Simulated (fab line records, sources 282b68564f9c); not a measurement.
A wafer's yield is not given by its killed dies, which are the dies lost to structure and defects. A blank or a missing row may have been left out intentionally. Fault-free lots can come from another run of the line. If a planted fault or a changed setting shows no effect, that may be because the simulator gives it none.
Struck lot and sound lot, side by side    flow rit_cmos    13 steps out of a route of 202
Sound: wafers L330.1, L330.2, L330.3. The struck wafers were L336.2, L336.4, L336.5. At the end, the cause is stated.
Per side, at each step with rows, come the tool, then ch with its chambers, and then its first start. Under that, the readings that differ: sound wafers    struck wafers    difference of the means    sigmas: that difference in standard deviations of wafers without a fault.
alike: readings whose means differ by less than 2 such deviations, and words and numbers that are the same on both sides. not compared: withheld readings, readings that some wafer has no value for, bounds like >300 that may hide the same value, and numbers for which the record gives no deviation and whose values overlap.
The two part at a step that has a row with sigmas, a row that says differs or no value, or rows on one side only. Numbers that don't overlap but have no deviation are shown without sigmas and don't part them. Lack of a reading on every wafer of one side parts them only where that side has two or more wafers.

RIT_ACTIVE_BOW_MEAS_00:
  sound: film_metro-02 at day 2 16:00; struck: film_metro-03 at day 3 22:01
  alike: INCOMING_BOW
then, 1 step without rows for these wafers: RIT_ACTIVE_OXIDATION_01 (target thk 46.8 nm, ox time 3360 s).
RIT_ACTIVE_THK_MEAS_02:
  sound: film_metro-03 at day 2 18:45; struck: film_metro-03 at day 4 05:15
  alike: ACTIVE_OXIDE_THK
then, 1 step without rows for these wafers: RIT_ACTIVE_CVD_03 (deposits Si3N4 from SiH2Cl2/NH3, target thk 150 nm, time 1500 s).
RIT_ACTIVE_THK_MEAS_04:
  sound: film_metro-03 at day 2 20:14; struck: film_metro-02 at day 4 06:44
  alike: ACTIVE_NITRIDE_THK
then, 2 steps without rows for these wafers: RIT_ACTIVE_HMDS_05 (prime time 60 s); RIT_ACTIVE_COAT_06 (resist thk 1000 nm).
RIT_ACTIVE_SOFTBAKE_07: time 60 s.
  sound on litho_track-02 ch 0, day 2 20:35; struck on litho_track-02 ch 0, day 4 07:07
reading                                      sound              struck             difference  sigmas
heater_power_total_W (W)                     34.52 34.49 34.51  39.51 39.48 39.43  +4.97       +90
plate_temp_C (C)                             89.83 89.77 89.93  99.10 98.95 99.04  +9.19       +77
model.NOVOLAK_of_ACTIVE_COAT_06.thk_nm (nm)  999.5 995.4 1000   977.4 973.4 975.6  -22.8       
  alike: resist_line_temp_C
then, 2 steps without rows for these wafers: RIT_ACTIVE_EXPOSE_08 (exposes mask M1, target cd 1400 nm); RIT_ACTIVE_PEB_09.
RIT_ACTIVE_DEVELOP_10: develop time 50 s.
  sound on litho_track-03 ch 0; struck on litho_track-03 ch 0
reading                                      sound            struck             difference  sigmas
model.NOVOLAK_of_ACTIVE_COAT_06.thk_nm (nm)  999.2 995 999.6  977.1 973.1 975.3  -22.8       
  alike: developer_temp_C, resist_line_temp_C
RIT_ACTIVE_CD_MEAS_11: the cd target is 1400 nm.
  sound: cd_sem-01 at day 2 21:08; struck: cd_sem-02 at day 4 07:47
  alike: cd_nm
-- the record jumps here: 3 days lie between the struck wafers' starts before and after (it left off in module ACTIVE and takes up again in module M1, whose first step shown is number 202 of the route) --
RIT_M1_PROBE_99:
  sound: prober-01 at day 5 12:17; struck: prober-02 at day 6 21:26
  alike: killed_at_front_end, killed_dies, killed_on_rim, killed_open, killed_short

## WHERE THEY PART
Only at RIT_ACTIVE_SOFTBAKE_07, as far as this record shows. Later steps at which nothing parts them and some readings are alike: RIT_ACTIVE_DEVELOP_10, RIT_ACTIVE_CD_MEAS_11, RIT_M1_PROBE_99.

WHY: what the simulator had put in
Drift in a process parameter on litho_track-02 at RIT_ACTIVE_SOFTBAKE_07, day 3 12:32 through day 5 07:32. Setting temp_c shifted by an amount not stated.
